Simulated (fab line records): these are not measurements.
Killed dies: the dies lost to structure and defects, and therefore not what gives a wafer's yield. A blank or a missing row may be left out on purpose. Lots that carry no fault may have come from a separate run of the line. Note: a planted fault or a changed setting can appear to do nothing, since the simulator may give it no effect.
Check of tool commonality    flow berkeley_cmos170    Lots sampled 13, wafers sampled 39

WHAT PROMPTED THE OPENING
UCB170_PFIELD_TW_MEAS_09, reading PFIELD_TW: flagged on 1 of 13 lots. Wafers without a fault read 598, standard deviation 7.4.
Rule: a lot is flagged when every wafer of it that has a number lies more than 4 standard deviations from that mean, or none has a number. The other lots count as sound.

lot   measured     on             PFIELD_TW, wafer by wafer  flag
L953  day 5 03:16  film_metro-04  607 603 607                
L954  day 5 10:41  film_metro-02  589 591 587                
L955  day 6 00:30  film_metro-02  590 592 591                
L956  day 6 00:32  film_metro-04  606 605 605                
L957  day 6 01:14  film_metro-02  594 592 596                
L958  day 6 09:41  film_metro-04  606 606 607                
L961  day 6 16:28  film_metro-02  29 30 30                   FLAGGED
L968  day 8 11:32  film_metro-03  604 602 598                
L969  day 8 11:48  film_metro-04  607 605 607                
L970  day 9 01:21  film_metro-02  591 592 595                
L972  day 9 09:20  film_metro-04  605 610 607                
L973  day 9 09:39  film_metro-02  594 588 591                
L974  day 9 19:59  film_metro-04  606 600 604                
Average over the flagged lots: 30; offset from the usual -568, equal to -77 standard deviations.

LOT BY LOT: THE TOOL USED
The record holds 1 process step before the reading, out of a route of 331 steps. Every cell lists first the tool, next ch and the chambers used by the sampled wafers, and last the start.
lot   flag     UCB170_PFIELD_EXPOSE_03
L953           krf_scanner-02 ch 0, day 5 02:26
L954           krf_scanner-01 ch 0, day 5 09:52
L955           krf_scanner-02 ch 0, day 5 22:49
L956           krf_scanner-02 ch 0, day 5 22:58
L957           krf_scanner-01 ch 0, day 5 23:47
L958           krf_scanner-01 ch 0, day 6 08:06
L961  FLAGGED  krf_scanner-01 ch 0, day 6 15:19
L968           krf_scanner-01 ch 0, day 8 10:42
L969           krf_scanner-01 ch 0, day 8 10:51
L970           krf_scanner-02 ch 0, day 9 00:34
L972           krf_scanner-02 ch 0, day 9 08:39
L973           krf_scanner-02 ch 0, day 9 08:50
L974           krf_scanner-01 ch 0, day 9 19:18
What is done by these steps:
- UCB170_PFIELD_EXPOSE_03: exposes mask PFIELD, target cd 1500 nm.
- UCB170_PFIELD_TW_MEAS_09

FLAGGED OVER TOTAL, TOOL BY TOOL (the gauges that took the reading come last)
step                      tool            lots run  flagged  share of the flagged lots  sound lots run after its first flagged lot
UCB170_PFIELD_EXPOSE_03   krf_scanner-01  7         1        all                        3 (L968,L969,L974)
UCB170_PFIELD_EXPOSE_03   krf_scanner-02  6         0        none                       -
UCB170_PFIELD_TW_MEAS_09  film_metro-02   6         1        all                        2 (L970,L973)
UCB170_PFIELD_TW_MEAS_09  film_metro-03   1         0        none                       -
UCB170_PFIELD_TW_MEAS_09  film_metro-04   6         0        none                       -

WHAT THE TABLE PERMITS
2 rows of the table ran every flagged lot: krf_scanner-01 at UCB170_PFIELD_EXPOSE_03, film_metro-02 at UCB170_PFIELD_TW_MEAS_09.
- krf_scanner-01 at UCB170_PFIELD_EXPOSE_03 ran 7 lots, 1 of them flagged. Sound lots followed the first flagged one (L968, L969, L974) on it, something a lasting fault affecting the whole tool could not allow.
- film_metro-02 at UCB170_PFIELD_TW_MEAS_09 ran 6 lots, 1 of them flagged. Sound lots followed the first flagged one (L970, L973) on it, something a lasting fault affecting the whole tool could not allow.
Every row of the table either missed a flagged lot or ran a sound lot after the first.

WHAT THE SIMULATOR PUT IN
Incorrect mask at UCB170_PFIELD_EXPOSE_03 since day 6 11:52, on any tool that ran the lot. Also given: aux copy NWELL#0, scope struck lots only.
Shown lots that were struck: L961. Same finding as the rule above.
